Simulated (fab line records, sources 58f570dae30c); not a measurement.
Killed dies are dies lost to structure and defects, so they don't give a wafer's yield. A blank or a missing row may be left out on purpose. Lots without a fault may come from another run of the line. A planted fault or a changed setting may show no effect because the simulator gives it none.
Which tool did it? | flow berkeley_cmos170 | 14 lots, 42 wafers sampled, at 2 steps of a route of 331

WHAT THE GAUGES READ, wafer by wafer
UCB170_V1_CD_MEAS_12: target cd 700 nm.
lot  | measured     | on        | cd_nm (nm)
L181 | day 7 14:58  | cd_sem-02 | 697.3 700.4 699.4
L182 | day 7 16:01  | cd_sem-02 | 699.1 699.8 700.3
L184 | day 8 09:26  | cd_sem-01 | 700.7 700.8 699.4
L188 | day 8 16:31  | cd_sem-01 | 699.3 700.3 699.2
L185 | day 8 16:58  | cd_sem-02 | 699.5 700.1 701.0
L192 | day 9 18:08  | cd_sem-01 | 699.5 699.6 700.1
L195 | day 10 06:21 | cd_sem-02 | 698.9 698.2 698.4
L194 | day 10 06:35 | cd_sem-02 | 698.3 696.6 697.6
L196 | day 10 19:24 | cd_sem-02 | 700.9 700.6 700.8
L197 | day 10 22:43 | cd_sem-02 | 700.8 701.5 700.9
L198 | day 10 23:00 | cd_sem-01 | 702.0 702.6 701.4
L204 | day 12 10:41 | cd_sem-01 | 701.7 700.4 701.1
L200 | day 12 10:58 | cd_sem-02 | 699.8 698.5 697.3
L202 | day 12 17:08 | cd_sem-01 | 697.2 698.4 697.7

UCB170_V1_OVL_MEAS_13.
lot  | measured     | on         | V1_OVL (nm)
L181 | day 7 15:05  | overlay-01 | 9 1 0
L182 | day 7 16:07  | overlay-01 | 10 6 0
L184 | day 8 09:34  | overlay-01 | 4 6 7
L188 | day 8 16:38  | overlay-01 | 10 6 10
L185 | day 8 17:05  | overlay-01 | 0 -3 0
L192 | day 9 18:15  | overlay-01 | 4 0 -1
L195 | day 10 06:28 | overlay-02 | 2 11 8
L194 | day 10 06:43 | overlay-01 | 2 4 4
L196 | day 10 19:29 | overlay-01 | -1 3 -7
L197 | day 10 22:50 | overlay-02 | 13 9 6
L198 | day 10 23:05 | overlay-02 | -3 1 -2
L204 | day 12 10:47 | overlay-02 | -7 1 -4
L200 | day 12 11:02 | overlay-01 | 9 4 9
L202 | day 12 17:13 | overlay-01 | 13 1 8

WHICH TOOL RAN EACH LOT (tool, then ch and the chambers of the sampled wafers, then the start)
The record holds no process step before these readings.

WHAT THE TOOLS THEMSELVES READ (means of the sampled wafers that have a number; where no wafer has one, the mark that the record gives instead)
The record holds no such reading with a usual standard deviation.

THE ANSWER, worked out from the rows above alone
Rule: what is usual is taken from the lots themselves. Put in order of their means at a reading, lots are off if they are a third of the lots or fewer, leave a main group of 4 or more, and stand apart from it by a gap of 3 or more times the standard deviation of the main group's means; of several such gaps the widest counts. A main group whose means are all the same, to the digits that the tables above print for the reading, isn't used. A lot without any number at a reading at which 4 lots or more have one is off too. The other lots that the step has rows for count as sound. The gauges are gone through in route order, then the tools' own readings, and for those a lot's mean is taken as printed above. The first step at which some lot is off is used, and at that step the reading that is off furthest; a lot without a number counts as furthest.
No lot is off at any reading shown: from this, nothing can be told.

WHAT THE SIMULATOR HAD PUT IN
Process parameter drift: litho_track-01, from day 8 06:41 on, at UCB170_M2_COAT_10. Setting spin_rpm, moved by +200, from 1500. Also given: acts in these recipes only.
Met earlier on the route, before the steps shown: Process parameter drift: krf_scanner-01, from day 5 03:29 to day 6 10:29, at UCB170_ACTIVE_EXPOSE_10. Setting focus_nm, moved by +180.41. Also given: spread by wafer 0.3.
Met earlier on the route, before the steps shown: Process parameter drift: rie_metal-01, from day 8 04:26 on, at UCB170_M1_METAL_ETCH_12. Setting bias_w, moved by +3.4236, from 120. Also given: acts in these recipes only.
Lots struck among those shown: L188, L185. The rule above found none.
